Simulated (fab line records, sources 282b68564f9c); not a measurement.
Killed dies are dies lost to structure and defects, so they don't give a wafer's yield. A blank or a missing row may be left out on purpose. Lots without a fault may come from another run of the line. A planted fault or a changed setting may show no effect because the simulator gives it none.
Split-lot experiment | flow rit_cmos | 5 lots, 23 wafers read, on a route of 202 steps

THE SPLIT
At RIT_NSD_COAT_01 (resist thk 1000 nm), the setting spin_rpm was moved away from the recipe's 3250 rpm on 6 of the 23 wafers read, by -2.9% to +5.5%. The other wafers ran this setting at the recipe's value.

FROM THE SPLIT TO THE READING: what the file shows between them, 4 steps
- RIT_NSD_SOFTBAKE_02: time 60 s (also split here: time_s)
- RIT_NSD_EXPOSE_03: exposes mask M9, target cd 40700 nm
- RIT_NSD_PEB_04
- RIT_NSD_DEVELOP_05: develop time 50 s

THE READING
NOVOLAK_of_NSD_COAT_01.thk_nm (the simulator's own value, which no gauge read), in nm, at RIT_NSD_HARDBAKE_07 (time 60 s). The file gives no usual value for it. The 17 wafers here that ran the recipe average 884.7 nm, standard deviation 2.8 nm.

wafer  | tool, chamber at the split | spin_rpm as run, rpm | against the recipe | NOVOLAK_of_NSD_COAT_01.thk_nm, nm | against lot-mates on the recipe
L076.1 | litho_track-03, 0          | 3250                 | recipe             | 883.2                             | -
L076.3 | litho_track-03, 0          | 3250                 | recipe             | 882.5                             | -
L076.6 | litho_track-03, 0          | 3250                 | recipe             | 884.5                             | -
L079.1 | litho_track-02, 0          | 3250                 | recipe             | 881.5                             | -
L079.2 | litho_track-02, 0          | 3250                 | recipe             | 880.7                             | -
L079.4 | litho_track-02, 0          | 3430                 | +5.5%              | 856.5                             | -23.3
L079.5 | litho_track-02, 0          | 3430                 | +5.5%              | 860                               | -19.8
L079.6 | litho_track-02, 0          | 3250                 | recipe             | 877.3                             | -
L081.1 | litho_track-03, 0          | 3250                 | recipe             | 886                               | -
L081.2 | litho_track-03, 0          | 3250                 | recipe             | 886.2                             | -
L081.3 | litho_track-03, 0          | 3250                 | recipe             | 888.3                             | -
L081.4 | litho_track-03, 0          | 3250                 | recipe             | 886.4                             | -
L081.5 | litho_track-03, 0          | 3250                 | recipe             | 884.7                             | -
L084.1 | litho_track-04, 0          | 3250                 | recipe             | 886.5                             | -
L084.2 | litho_track-04, 0          | 3155                 | -2.9%              | 900.9                             | +13.9
L084.3 | litho_track-04, 0          | 3250                 | recipe             | 887.7                             | -
L084.5 | litho_track-04, 0          | 3155                 | -2.9%              | 899.7                             | +12.7
L084.6 | litho_track-04, 0          | 3250                 | recipe             | 886.9                             | -
L085.2 | litho_track-04, 0          | 3330                 | +2.5%              | 875.2                             | -10.8
L085.3 | litho_track-04, 0          | 3250                 | recipe             | 886.1                             | -
L085.4 | litho_track-04, 0          | 3250                 | recipe             | 886                               | -
L085.5 | litho_track-04, 0          | 3330                 | +2.5%              | 873.5                             | -12.5
L085.6 | litho_track-04, 0          | 3250                 | recipe             | 885.8                             | -

THE FIT
A straight line over all 23 wafers: NOVOLAK_of_NSD_COAT_01.thk_nm changes by -4.84 nm for each +1% of spin_rpm; r = -0.97; the points scatter about the line by 2.6 nm.
The same after taking each lot's own level away (the mean of its wafers on the recipe; 23 wafers): -4.14 nm for each +1%; r = -0.99; scatter 1.3 nm.
On that fit, the largest move of spin_rpm shifts the reading by 23 nm.
The lots' own levels span 879.83 to 887.03 nm, that is 2.6 times the standard deviation above.
So the lot-to-lot level changes the slope: the two fits differ.
Check: with one of the wafers moved furthest among these (+5.5%) left out of the fit, the line predicts -22.6 nm for it against its lot-mates. It came out at -23.3 nm against them.

OTHER SPLITS ON THESE WAFERS
These wafers also went through other splits before the reading. Each is held against what the fit with the lots' levels taken away leaves over:
other split on the same wafers   | wafers away from the commonest value | r with NOVOLAK_of_NSD_COAT_01.thk_nm (lot level and that fit taken away)
RIT_ACTIVE_CVD_03 pressure_mtorr | 15                                   | +0.03
RIT_ACTIVE_COAT_06 resist_thk_nm | 7                                    | -0.02
RIT_NWELL_IMPLANT_08 dose_cm2    | 5                                    | -0.04
RIT_PWELL_HARDBAKE_07 temp_c     | 9                                    | +0.34
RIT_GATE_OXIDATION_05 ox_time_s  | 18                                   | -0.27
RIT_NLDD_SOFTBAKE_02 temp_c      | 5                                    | +0.07
RIT_NSD_SOFTBAKE_02 time_s       | 6                                    | +0.14

THE WHOLE CHAIN: every reading that the file lists as answering this split, in the file's order
step                | what it does       | reading                                                                        | change (the file's fit)              | r (the file's)
RIT_NSD_COAT_01     | resist thk 1000 nm | NOVOLAK_of_NSD_COAT_01.thk_nm (the simulator's own value, which no gauge read) | -4.71 nm for each +1% of the setting | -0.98
RIT_NSD_DEVELOP_05  | develop time 50 s  | NOVOLAK_of_NSD_COAT_01.thk_nm (the simulator's own value, which no gauge read) | -4.61 nm for each +1% of the setting | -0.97
RIT_NSD_HARDBAKE_07 | time 60 s          | NOVOLAK_of_NSD_COAT_01.thk_nm (the simulator's own value, which no gauge read) | -4.12 nm for each +1% of the setting | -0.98

THE FILE'S OWN FIT
NOVOLAK_of_NSD_COAT_01.thk_nm changes by -4.12 nm for each +1% of spin_rpm, r = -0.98.
